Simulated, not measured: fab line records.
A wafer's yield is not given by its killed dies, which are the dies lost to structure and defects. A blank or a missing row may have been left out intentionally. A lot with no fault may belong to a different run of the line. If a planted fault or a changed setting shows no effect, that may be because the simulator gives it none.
Which of the tools did it? + flow berkeley cmos170 + 14 lots, 42 wafers sampled, at 2 steps of a route of 331

WHAT EACH GAUGE READ, for each wafer
UCB170_SDANNEAL_RS_MEAS_04: measures by four-point-probe.
| lot  | measured     | on            | PLDD_RS (ohm/sq)     |
|------|--------------|---------------|----------------------|
| L433 | day 7 21:27  | film metro-01 | 1031.7 1032.6 1033.1 |
| L437 | day 8 12:14  | film metro-03 | 1032.4 1027.5 1031.6 |
| L435 | day 8 12:42  | film metro-04 | 1033.2 1032.5 1034.8 |
| L436 | day 8 12:53  | film metro-03 | 1030.1 1029.5 1028.1 |
| L440 | day 9 05:57  | film metro-01 | 1032.1 1033.0 1034.0 |
| L438 | day 9 05:48  | film metro-04 | 1032.8 1031.6 1030.0 |
| L439 | day 9 06:36  | film metro-01 | 1028.9 1030.4 1029.7 |
| L441 | day 9 06:56  | film metro-03 | 1032.9 1035.2 1034.6 |
| L443 | day 9 22:37  | film metro-01 | 1029.1 1029.4 1027.5 |
| L446 | day 10 15:55 | film metro-01 | 1030.9 1031.5 1031.8 |
| L452 | day 12 04:41 | film metro-03 | 1040.8 1039.3 1035.7 |
| L451 | day 12 05:02 | film metro-04 | 1029.3 1027.6 1031.8 |
| L454 | day 12 05:10 | film metro-03 | 1041.5 1043.9 1044.7 |
| L456 | day 12 08:17 | film metro-01 | 1031.6 1031.2 1027.5 |

EACH LOT AND THE TOOL THAT RAN IT (in order: tool; ch and the chambers of the sampled wafers; start)
| lot  | UCB170_PLDD_IMPLANT_08          |
|------|---------------------------------|
| L433 | implanter-02 ch 0, day 7 05:29  |
| L437 | implanter-03 ch 0, day 7 21:58  |
| L435 | implanter-02 ch 0, day 7 22:14  |
| L436 | implanter-03 ch 0, day 7 22:17  |
| L440 | implanter-02 ch 0, day 8 13:24  |
| L438 | implanter-03 ch 0, day 8 13:33  |
| L439 | implanter-02 ch 0, day 8 13:50  |
| L441 | implanter-03 ch 0, day 8 14:06  |
| L443 | implanter-01 ch 0, day 9 05:36  |
| L446 | implanter-02 ch 0, day 10 00:44 |
| L452 | implanter-02 ch 0, day 11 10:42 |
| L451 | implanter-01 ch 0, day 11 10:58 |
| L454 | implanter-02 ch 0, day 11 11:18 |
| L456 | implanter-01 ch 0, day 11 19:11 |
- UCB170_PLDD_IMPLANT_08

WHAT THE TOOLS THEMSELVES READ (means of the sampled wafers that have a number; where no wafer has one, the mark that the record gives instead)
UCB170_PLDD_IMPLANT_08.
| lot  | tool         | dose ions cm2 |
|------|--------------|---------------|
| L433 | implanter-02 | 5e+13         |
| L437 | implanter-03 | 5e+13         |
| L435 | implanter-02 | 5e+13         |
| L436 | implanter-03 | 5e+13         |
| L440 | implanter-02 | 5e+13         |
| L438 | implanter-03 | 5e+13         |
| L439 | implanter-02 | 5e+13         |
| L441 | implanter-03 | 5e+13         |
| L443 | implanter-01 | 5e+13         |
| L446 | implanter-02 | 5e+13         |
| L452 | implanter-02 | 5e+13         |
| L451 | implanter-01 | 5e+13         |
| L454 | implanter-02 | 5e+13         |
| L456 | implanter-01 | 5e+13         |

THE ANSWER, worked out from the rows above alone
Rule: what is usual is taken from the lots themselves. The widest of any qualifying gaps counts: lots, ordered by their means at a reading, are off when they make up no more than a third of the lots, leave a main group of 4 or more, and stand apart from it by 3 or more times the standard deviation of that group's means. A main group whose means are all the same, to the digits that the tables above print for the reading, isn't used. Also off: a lot with no number at a reading for which 4 or more lots have one. The other lots that the step has rows for count as sound. First the gauges in route order, then the tools' own readings, where a lot's mean is used as printed above. At the first step where some lot is off, the reading lying furthest off is the one used; lots without a number count as furthest.
No lot is off at any reading shown: from this, nothing can be told.

WHAT THE SIMULATOR HAD INSERTED
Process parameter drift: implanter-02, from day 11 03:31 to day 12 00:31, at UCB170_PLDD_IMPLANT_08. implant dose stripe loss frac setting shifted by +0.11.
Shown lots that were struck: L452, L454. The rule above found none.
